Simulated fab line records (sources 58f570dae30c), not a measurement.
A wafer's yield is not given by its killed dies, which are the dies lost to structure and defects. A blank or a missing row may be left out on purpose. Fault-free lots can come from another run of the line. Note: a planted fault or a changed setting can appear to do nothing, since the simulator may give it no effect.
Check of tool commonality -- flow berkeley-cmos170 -- 14 lots and 42 wafers in the sample

## REASON FOR OPENING
Of 14 lots, 2 have the reading PLDD_RS flagged at UCB170_SDANNEAL_RS_MEAS_04. No-fault wafers: 1033.4 ohm/sq, standard deviation 2.4.
Rule: a lot is flagged when every wafer of it that has a number lies more than 4 standard deviations from that mean, or none has a number. The rest of the lots are taken to be sound.

lot,measured,on,"PLDD_RS (ohm/sq), wafer by wafer",flag
L188,day 7 07:33,film-metro-01,1035.1 1031.6 1033.9,
L191,day 7 21:45,film-metro-04,1034.1 1033.3 1033.4,
L189,day 7 22:05,film-metro-03,1031.3 1027.1 1031.9,
L196,day 9 05:10,film-metro-04,952.2 952.6 952.9,FLAGGED
L200,day 9 19:59,film-metro-01,1034.0 1033.9 1037.6,
L197,day 9 20:12,film-metro-04,955.9 955.6 954.1,FLAGGED
L198,day 9 20:26,film-metro-01,1039.0 1035.8 1034.5,
L204,day 10 05:49,film-metro-01,1033.2 1035.8 1037.6,
L202,day 10 06:03,film-metro-03,1030.7 1031.1 1029.5,
L203,day 10 06:31,film-metro-01,1031.5 1037.8 1033.5,
L206,day 11 02:31,film-metro-03,1031.3 1033.7 1031.3,
L208,day 11 12:44,film-metro-01,1033.9 1032.6 1037.4,
L209,day 11 15:40,film-metro-04,1034.8 1034.9 1033.6,
L210,day 11 16:09,film-metro-03,1033.2 1035.9 1032.9,
The numbers of the flagged lots are 953.9 ohm/sq on average: -79.5 ohm/sq against the usual, or -33 standard deviations.

## EACH LOT AND THE TOOL IT RAN ON
Before the reading, the record contains 2 process steps out of a 331-step route. Each cell gives the tool, then ch followed by the chambers the sampled wafers passed through, then the start.
lot,flag,UCB170_PLDD_IMPLANT_08,UCB170_PLDD_STRIP_10
L188,,"implanter-04 ch 0, day 6 19:20","plasma-asher-04 ch 0,1, day 6 19:36"
L191,,"implanter-02 ch 0, day 7 08:07","plasma-asher-01 ch 0,1, day 7 08:22"
L189,,"implanter-04 ch 0, day 7 08:47","plasma-asher-01 ch 0,1, day 7 09:04"
L196,FLAGGED,"implanter-02 ch 0, day 8 13:32","plasma-asher-01 ch 0,1, day 8 13:50"
L200,,"implanter-01 ch 0, day 8 23:24","plasma-asher-04 ch 0,1, day 8 23:41"
L197,FLAGGED,"implanter-02 ch 0, day 8 23:59","plasma-asher-04 ch 0,1, day 9 00:15"
L198,,"implanter-01 ch 0, day 8 23:43","plasma-asher-03 ch 0,1, day 9 00:01"
L204,,"implanter-01 ch 0, day 9 13:32","plasma-asher-01 ch 0,1, day 9 13:49"
L202,,"implanter-04 ch 0, day 9 13:22","plasma-asher-03 ch 0, day 9 13:38"
L203,,"implanter-01 ch 0, day 9 13:49","plasma-asher-01 ch 0,1, day 9 14:07"
L206,,"implanter-04 ch 0, day 10 08:59","plasma-asher-03 ch 0,1, day 10 09:15"
L208,,"implanter-01 ch 0, day 10 19:56","plasma-asher-03 ch 0,1, day 10 20:12"
L209,,"implanter-01 ch 0, day 10 20:15","plasma-asher-03 ch 0,1, day 10 20:32"
L210,,"implanter-04 ch 0, day 11 01:14","plasma-asher-01 ch 0,1, day 11 01:32"
These steps, and what they do:
- UCB170_PLDD_IMPLANT_08
- UCB170_PLDD_STRIP_10: strips in O2.
- UCB170_SDANNEAL_RS_MEAS_04: measures by four-point-probe.

## FLAGGED OVER TOTAL, TOOL BY TOOL (the gauges that took the reading come last)
step,tool,lots run,flagged,share of the flagged lots,sound lots run after its first flagged lot
UCB170_PLDD_IMPLANT_08,implanter-01,6,0,none,-
UCB170_PLDD_IMPLANT_08,implanter-02,3,2,all,0
UCB170_PLDD_IMPLANT_08,implanter-04,5,0,none,-
UCB170_PLDD_STRIP_10,plasma-asher-01,6,1,some,"3 (L204,L203,L210)"
UCB170_PLDD_STRIP_10,plasma-asher-03,5,0,none,-
UCB170_PLDD_STRIP_10,plasma-asher-04,3,1,some,0
UCB170_SDANNEAL_RS_MEAS_04,film-metro-01,6,0,none,-
UCB170_SDANNEAL_RS_MEAS_04,film-metro-03,4,0,none,-
UCB170_SDANNEAL_RS_MEAS_04,film-metro-04,4,2,all,1 (L209)

## THE TABLE: WHAT IT ALLOWS
implanter-02 at UCB170_PLDD_IMPLANT_08 and film-metro-04 at UCB170_SDANNEAL_RS_MEAS_04 are the 2 rows of the table that ran each flagged lot.
- implanter-02 at UCB170_PLDD_IMPLANT_08: 2 of its 3 lots flagged. Last sound lot L191 at day 7 08:07, first flagged lot L196 at day 8 13:32; a fault beginning in between fits. Its own readings (beam-on-s, end-station-pressure-torr, faraday-current-uA) fall more than 4 standard deviations out on all wafers of the flagged lots.
- film-metro-04 at UCB170_SDANNEAL_RS_MEAS_04: 2 of its 4 lots flagged. Sound lots followed the first flagged one (L209) on it, something a lasting fault affecting the whole tool could not allow.
Just one tool remains: implanter-02 at UCB170_PLDD_IMPLANT_08.

## WHAT THE SIMULATOR HAD PUT IN
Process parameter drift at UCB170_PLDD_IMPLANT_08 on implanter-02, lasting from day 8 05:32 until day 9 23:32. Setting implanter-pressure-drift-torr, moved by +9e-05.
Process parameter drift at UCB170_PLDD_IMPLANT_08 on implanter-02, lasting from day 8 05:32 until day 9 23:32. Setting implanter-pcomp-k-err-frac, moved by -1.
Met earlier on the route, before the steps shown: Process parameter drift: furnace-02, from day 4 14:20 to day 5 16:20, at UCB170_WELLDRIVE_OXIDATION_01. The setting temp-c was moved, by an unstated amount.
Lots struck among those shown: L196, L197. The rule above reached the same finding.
